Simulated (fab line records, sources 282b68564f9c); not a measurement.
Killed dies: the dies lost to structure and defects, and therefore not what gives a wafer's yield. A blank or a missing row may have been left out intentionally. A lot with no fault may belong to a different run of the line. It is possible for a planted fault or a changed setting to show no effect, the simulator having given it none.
A lot that was struck, set against a sound lot :: flow rit_cmos :: 18 out of 202 route steps
Sound: these wafers, L155.1, L155.4, L155.5. Wafers struck: L167.1, L167.3, L167.4. Last of all comes the cause.
At each step with rows: each side's tool, then ch and its chambers, then its first start. Under that, the readings that differ: sound wafers :: struck wafers :: difference of the means :: sigmas: that difference in standard deviations of wafers without a fault.
alike: same words and numbers on both sides, and readings whose means sit less than 2 such deviations apart. not compared: any withheld reading, any reading some wafer has no value for, any bound like >300 that may hide the same value, and any number with overlapping values for which the record gives no deviation.
The two part at a step that has a row with sigmas, a row that says differs or no value, or rows on one side only. When numbers do not overlap yet have no deviation, they are printed without sigmas and do not part them. A reading missing from all wafers of one side parts the sides only when that side holds two or more wafers.

RIT_ACTIVE_BOW_MEAS_00:
  sound on film_metro-01 at day 1 20:00; struck on film_metro-04 at day 4 08:00
  alike: INCOMING_BOW
then, 1 step without rows for these wafers: RIT_ACTIVE_OXIDATION_01 (target thk 46.8 nm, ox time 3360 s).
RIT_ACTIVE_THK_MEAS_02:
  sound on film_metro-04 at day 1 22:03; struck on film_metro-01 at day 4 10:17
  alike: ACTIVE_OXIDE_THK
RIT_ACTIVE_CVD_03: deposits Si3N4 from SiH2Cl2/NH3, target thk 150 nm, time 1500 s.
  sound on lpcvd-02 ch 1, day 1 22:07; struck on lpcvd-02 ch 1, day 4 10:20
reading: model.Si3N4_of_ACTIVE_CVD_03.thk_nm (nm)
sound: 150.3 151.4 151.5
struck: 207.9 208.1 207.2
difference: +56.7
sigmas: 
  alike: susceptor_temp_C, zone_power_source_pct
RIT_ACTIVE_THK_MEAS_04:
  sound on film_metro-02 at day 1 23:32; struck on film_metro-04 at day 4 11:59
reading: ACTIVE_NITRIDE_THK (nm)
sound: 150.3 151.5 151.4
struck: 207.9 207.9 207.1
difference: +56.6
sigmas: +38
  not compared: hold
then, 5 steps without rows for these wafers: RIT_ACTIVE_COAT_06 (resist thk 1000 nm); RIT_ACTIVE_SOFTBAKE_07 (time 60 s); RIT_ACTIVE_EXPOSE_08 (exposes mask M1, target cd 1400 nm); RIT_ACTIVE_PEB_09; RIT_ACTIVE_DEVELOP_10 (develop time 50 s).
RIT_ACTIVE_CD_MEAS_11: target cd 1400 nm.
  sound on cd_sem-01 at day 2 00:26; struck on cd_sem-02 at day 4 16:40
  alike: cd_nm
then, 1 step without rows for these wafers: RIT_ACTIVE_HARDBAKE_12 (time 60 s).
RIT_ACTIVE_ETCH_13: etches Si3N4 in SF6, stops on SiO2, time 210 s, target depth 210 nm.
  sound on rie_diel-03 ch 0,2, day 2 00:43; struck on rie_diel-04 ch 1,2,3, day 4 16:56
reading: oes_product_au (a.u.)
sound: 0.827 0.804 0.832
struck: 0.957 0.978 0.966
difference: +0.146
sigmas: +11

reading: model.ACTIVE.feature_depth_nm (nm)
sound: 150.3 152.6 151.5
struck: 200.7 201.9 207.2
difference: +51.8
sigmas: 

reading: model.etch.depth_nm (nm)
sound: 150.3 151.4 151.5
struck: 200.7 201.9 207.2
difference: +52.2
sigmas: 
  alike: drypump_motor_current_A, throttle_valve_pct
  not compared: rf_hours_counter_h
RIT_ACTIVE_STRIP_14: strips in O2, time 180 s.
  sound on plasma_asher-01 ch 0,1, day 2 00:50; struck on plasma_asher-04 ch 0,1, day 4 17:04
  alike: drypump_motor_current_A
  not compared: rf_hours_counter_h
RIT_ACTIVE_CD_MEAS_90: target cd 1400 nm.
  sound on cd_sem-02 at day 2 01:01; struck on cd_sem-02 at day 4 17:14
  alike: cd_nm
then, 1 step without rows for these wafers: RIT_ACTIVE_CLEAN_15 (cleans in SC1, time 600 s).
RIT_ACTIVE_CLEAN_16: cleans in dHF, time 30 s.
  sound on wet_bench-02 ch 1, day 2 01:20; struck on wet_bench-02 ch 1, day 4 17:43
reading: model.Si3N4_of_ACTIVE_CVD_03.thk_nm (nm)
sound: 149.4 150.5 150.7
struck: 207.1 207.3 206.3
difference: +56.7
sigmas: 
then, 1 step without rows for these wafers: RIT_ACTIVE_CLEAN_17 (cleans in SC2, time 600 s).

WHERE THEY PART
Last at RIT_ACTIVE_ETCH_13 as far as this record goes, first at RIT_ACTIVE_THK_MEAS_04. Later steps at which nothing parts them and some readings are alike: RIT_ACTIVE_STRIP_14, RIT_ACTIVE_CD_MEAS_90.

WHY: whatever the simulator had introduced
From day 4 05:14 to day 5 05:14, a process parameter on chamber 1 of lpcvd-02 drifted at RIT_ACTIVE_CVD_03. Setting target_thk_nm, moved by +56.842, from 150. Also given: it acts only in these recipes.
